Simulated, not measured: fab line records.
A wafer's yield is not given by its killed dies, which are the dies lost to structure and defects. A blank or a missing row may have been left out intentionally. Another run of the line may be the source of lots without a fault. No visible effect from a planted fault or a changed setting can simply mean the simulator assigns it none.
Struck lot and sound lot, side by side    flow berkeley_cmos170    17 steps out of a route of 331
Sound: wafers L806.1, L806.3, L806.4. Wafers L821.2, L821.3, L821.5 were the ones struck. At the end, the cause is stated.
Each step with rows lists, per side, the tool, then ch with its chambers, then its first start. Under that, the readings that differ: sound wafers    struck wafers    difference of the means    sigmas: that difference in standard deviations of wafers without a fault.
alike: same words and numbers on both sides, and readings whose means sit less than 2 such deviations apart. not compared: any withheld reading, any reading some wafer has no value for, any bound like >300 that may hide the same value, and any number with overlapping values for which the record gives no deviation.
The two part at a step that has a row with sigmas, a row that says differs or no value, or rows on one side only. Numbers that have no deviation but don't overlap get no sigmas and don't part them. A reading missing from all wafers of one side parts the sides only when that side holds two or more wafers.

first, 1 step without rows for these wafers: UCB170_PLDD_DEVELOP_05 (develop time 45 s).
UCB170_PLDD_CD_MEAS_06 targets a cd of 1200 nm.
  sound on cd_sem-01 at day 7 13:12; struck on cd_sem-02 at day 10 11:30
  alike: cd_nm
UCB170_PLDD_OVL_MEAS_07:
  sound on overlay-01 at day 7 13:19; struck on overlay-02 at day 10 11:37
reading        sound  struck       difference  sigmas
PLDD_OVL (nm)  8 9 7  -10 -15 -13  -21         -4
then, 2 steps without rows for these wafers: UCB170_PLDD_IMPLANT_08; UCB170_PLDD_IMPLANT_09.
UCB170_PLDD_STRIP_10: strips in O2.
  sound on plasma_asher-01 ch 0,1, day 7 13:40; struck on plasma_asher-04 ch 0,1, day 10 11:56
reading                      sound        struck       difference  sigmas
drypump_motor_current_A (A)  5.2 5.7 5.2  6.5 6.5 5.6  +0.8        +2
  alike: o2_flow_sccm, oes_product_au, strip_time_to_endpoint_s
  not compared: rf_hours_counter_h
UCB170_PLDD_TW_MEAS_11:
  sound on film_metro-04 at day 7 13:46; struck on film_metro-02 at day 10 12:03
  alike: PLDD_TW
then, 5 steps without rows for these wafers: UCB170_PLDD_CLEAN_12 (cleans in SPM, time 600 s); UCB170_NLDD_HMDS_00 (prime time 60 s); UCB170_NLDD_COAT_01 (resist thk 900 nm); UCB170_NLDD_SOFTBAKE_02 (time 60 s); UCB170_NLDD_EXPOSE_03 (exposes mask NSELECT, target cd 1200 nm).
UCB170_NLDD_PEB_04:
  sound on litho_track-01 ch 0, day 7 14:41; struck on litho_track-01 ch 0, day 10 13:05
reading                   sound                 struck                difference  sigmas
heater_power_total_W (W)  56.85 56.85 56.87     62.52 62.54 62.55     +5.68       +99 or more
plate_temp_C (C)          129.80 130.10 130.05  140.17 139.98 139.93  +10.04      +72
then, 1 step without rows for these wafers: UCB170_NLDD_DEVELOP_05 (develop time 45 s).
UCB170_NLDD_CD_MEAS_06 targets a cd of 1200 nm.
  sound on cd_sem-02 at day 7 14:58; struck on cd_sem-02 at day 10 13:21
reading     sound                 struck                difference  sigmas
cd_nm (nm)  1200.8 1200.3 1199.0  1246.2 1245.7 1246.1  +46.0       +29
UCB170_NLDD_OVL_MEAS_07:
  sound on overlay-01 at day 7 15:05; struck on overlay-01 at day 10 13:28
  alike: NLDD_OVL
following that, these wafers have no rows for 1 step: UCB170_M3_PROBE_99.

== WHERE THEY PART ==
Last at UCB170_NLDD_CD_MEAS_06 as far as this record goes, first at UCB170_PLDD_OVL_MEAS_07. Later steps at which nothing parts them and some readings are alike: UCB170_NLDD_OVL_MEAS_07.

WHY: what had been put in by the simulator
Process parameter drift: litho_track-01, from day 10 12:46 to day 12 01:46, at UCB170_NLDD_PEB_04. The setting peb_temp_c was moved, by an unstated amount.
